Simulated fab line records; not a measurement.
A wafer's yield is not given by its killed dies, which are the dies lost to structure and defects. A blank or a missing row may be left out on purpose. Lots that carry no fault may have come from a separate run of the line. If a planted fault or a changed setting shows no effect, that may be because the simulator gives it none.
Lot-split experiment || flow rit_cmos || route with 202 steps; 5 lots, 23 wafers read

ON THE SPLIT
At RIT_M1_COAT_04 (resist thk 1300 nm), the setting resist_thk_nm was moved away from the recipe's 1300 nm on 11 of the 23 wafers read, by -4.9% to +4.8%. All remaining wafers had this setting at the recipe value.

FROM THE SPLIT TO THE READING: what the file shows between them, 4 steps
- RIT_M1_SOFTBAKE_05: time 60 s
- RIT_M1_EXPOSE_06: exposes mask M12, target cd 2600 nm
- RIT_M1_PEB_07
- RIT_M1_DEVELOP_08: develop time 68 s

THE READING
cd_nm at RIT_M1_CD_MEAS_09, given in nm (cd target 2600 nm). On this fab line, fault-free wafers typically give 2599.9 nm with a standard deviation of 2.8 nm.

{"wafer": "L074.1", "tool, chamber at the split": "litho_track-01, 0", "resist_thk_nm as run, nm": 1300, "against the recipe": "recipe", "cd_nm, nm": 2599.1, "against lot-mates on the recipe": "-"}
{"wafer": "L074.2", "tool, chamber at the split": "litho_track-01, 0", "resist_thk_nm as run, nm": 1240, "against the recipe": "-4.6%", "cd_nm, nm": 2592.6, "against lot-mates on the recipe": -6.5}
{"wafer": "L074.3", "tool, chamber at the split": "litho_track-01, 0", "resist_thk_nm as run, nm": 1240, "against the recipe": "-4.6%", "cd_nm, nm": 2592.6, "against lot-mates on the recipe": -6.5}
{"wafer": "L074.5", "tool, chamber at the split": "litho_track-01, 0", "resist_thk_nm as run, nm": 1300, "against the recipe": "recipe", "cd_nm, nm": 2599.1, "against lot-mates on the recipe": "-"}
{"wafer": "L074.6", "tool, chamber at the split": "litho_track-01, 0", "resist_thk_nm as run, nm": 1240, "against the recipe": "-4.6%", "cd_nm, nm": 2595.0, "against lot-mates on the recipe": -4.1}
{"wafer": "L076.1", "tool, chamber at the split": "litho_track-03, 0", "resist_thk_nm as run, nm": 1300, "against the recipe": "recipe", "cd_nm, nm": 2602.5, "against lot-mates on the recipe": "-"}
{"wafer": "L076.2", "tool, chamber at the split": "litho_track-03, 0", "resist_thk_nm as run, nm": 1300, "against the recipe": "recipe", "cd_nm, nm": 2600.7, "against lot-mates on the recipe": "-"}
{"wafer": "L076.3", "tool, chamber at the split": "litho_track-03, 0", "resist_thk_nm as run, nm": 1362, "against the recipe": "+4.8%", "cd_nm, nm": 2606.4, "against lot-mates on the recipe": "+4.8"}
{"wafer": "L076.4", "tool, chamber at the split": "litho_track-03, 0", "resist_thk_nm as run, nm": 1362, "against the recipe": "+4.8%", "cd_nm, nm": 2608.6, "against lot-mates on the recipe": "+7.0"}
{"wafer": "L076.6", "tool, chamber at the split": "litho_track-03, 0", "resist_thk_nm as run, nm": 1362, "against the recipe": "+4.8%", "cd_nm, nm": 2606.9, "against lot-mates on the recipe": "+5.3"}
{"wafer": "L080.1", "tool, chamber at the split": "litho_track-04, 0", "resist_thk_nm as run, nm": 1300, "against the recipe": "recipe", "cd_nm, nm": 2599.2, "against lot-mates on the recipe": "-"}
{"wafer": "L080.2", "tool, chamber at the split": "litho_track-04, 0", "resist_thk_nm as run, nm": 1342, "against the recipe": "+3.2%", "cd_nm, nm": 2602.9, "against lot-mates on the recipe": "+4.0"}
{"wafer": "L080.3", "tool, chamber at the split": "litho_track-04, 0", "resist_thk_nm as run, nm": 1342, "against the recipe": "+3.2%", "cd_nm, nm": 2603.3, "against lot-mates on the recipe": "+4.4"}
{"wafer": "L080.5", "tool, chamber at the split": "litho_track-04, 0", "resist_thk_nm as run, nm": 1342, "against the recipe": "+3.2%", "cd_nm, nm": 2603.5, "against lot-mates on the recipe": "+4.6"}
{"wafer": "L080.6", "tool, chamber at the split": "litho_track-04, 0", "resist_thk_nm as run, nm": 1300, "against the recipe": "recipe", "cd_nm, nm": 2598.7, "against lot-mates on the recipe": "-"}
{"wafer": "L084.1", "tool, chamber at the split": "litho_track-01, 0", "resist_thk_nm as run, nm": 1300, "against the recipe": "recipe", "cd_nm, nm": 2602.7, "against lot-mates on the recipe": "-"}
{"wafer": "L084.3", "tool, chamber at the split": "litho_track-01, 0", "resist_thk_nm as run, nm": 1300, "against the recipe": "recipe", "cd_nm, nm": 2602.3, "against lot-mates on the recipe": "-"}
{"wafer": "L084.4", "tool, chamber at the split": "litho_track-01, 0", "resist_thk_nm as run, nm": 1300, "against the recipe": "recipe", "cd_nm, nm": 2602.5, "against lot-mates on the recipe": "-"}
{"wafer": "L084.5", "tool, chamber at the split": "litho_track-01, 0", "resist_thk_nm as run, nm": 1236, "against the recipe": "-4.9%", "cd_nm, nm": 2592.3, "against lot-mates on the recipe": -10.2}
{"wafer": "L084.6", "tool, chamber at the split": "litho_track-01, 0", "resist_thk_nm as run, nm": 1236, "against the recipe": "-4.9%", "cd_nm, nm": 2594.5, "against lot-mates on the recipe": -8.0}
{"wafer": "L085.2", "tool, chamber at the split": "litho_track-03, 0", "resist_thk_nm as run, nm": 1300, "against the recipe": "recipe", "cd_nm, nm": 2602.4, "against lot-mates on the recipe": "-"}
{"wafer": "L085.4", "tool, chamber at the split": "litho_track-03, 0", "resist_thk_nm as run, nm": 1300, "against the recipe": "recipe", "cd_nm, nm": 2602.3, "against lot-mates on the recipe": "-"}
{"wafer": "L085.6", "tool, chamber at the split": "litho_track-03, 0", "resist_thk_nm as run, nm": 1300, "against the recipe": "recipe", "cd_nm, nm": 2603.8, "against lot-mates on the recipe": "-"}

THE FIT
A straight line over all 23 wafers: cd_nm changes by +1.38 nm for each +1% of resist_thk_nm; r = +0.93; the points scatter about the line by 1.7 nm.
The same after taking each lot's own level away (the mean of its wafers on the recipe; 23 wafers): +1.38 nm for each +1%; r = +0.97; scatter 1.1 nm.
That fit puts the effect of the largest move of resist_thk_nm on the reading at 6.8 nm.
The span of the lots' own levels, 2598.95 to 2602.83 nm, comes to 1.4 times the standard deviation stated above.
Hence the lot-to-lot level has little effect on the slope; both slopes agree.
Check: for one of the wafers moved furthest among these (-4.9%), held out of the fit, the line's prediction against its lot-mates is -6.43 nm. Against them it came out at -10.2 nm.

THE WHOLE CHAIN: every reading that the file lists as answering this split, in the file's order
{"step": "RIT_M1_COAT_04", "what it does": "resist thk 1300 nm", "reading": "NOVOLAK_of_M1_COAT_04.thk_nm (the simulator's own value, which no gauge read)", "change (the file's fit)": "+13.2 nm for each +1% of the setting", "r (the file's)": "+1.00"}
{"step": "RIT_M1_CD_MEAS_09", "what it does": "target cd 2600 nm", "reading": "cd_nm", "change (the file's fit)": "+1.42 nm for each +1% of the setting", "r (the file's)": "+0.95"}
{"step": "RIT_M1_HARDBAKE_11", "what it does": "time 120 s", "reading": "NOVOLAK_of_M1_COAT_04.thk_nm (the simulator's own value, which no gauge read)", "change (the file's fit)": "+11.4 nm for each +1% of the setting", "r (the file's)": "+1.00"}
{"step": "RIT_M1_PROBE_99", "what it does": "", "reading": "etest.pmos_turned.r_on_ohm_um (the simulator's own value, which no gauge read)", "change (the file's fit)": "-226 for each +1% of the setting, in a fit together with dev_temp_c@CONTACT_DEVELOP_07", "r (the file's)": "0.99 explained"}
{"step": "RIT_M1_PROBE_99", "what it does": "", "reading": "etest.pmos_0p15.r_on_ohm_um (the simulator's own value, which no gauge read)", "change (the file's fit)": "-218 for each +1% of the setting, in a fit together with dev_temp_c@CONTACT_DEVELOP_07", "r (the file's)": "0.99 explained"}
{"step": "RIT_M1_PROBE_99", "what it does": "", "reading": "etest.nmos_0p15.r_on_ohm_um (the simulator's own value, which no gauge read)", "change (the file's fit)": "-62.9 for each +1% of the setting, in a fit together with dev_temp_c@CONTACT_DEVELOP_07", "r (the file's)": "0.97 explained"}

THE FILE'S OWN FIT
cd_nm changes by +1.42 nm for each +1% of resist_thk_nm, r = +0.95.
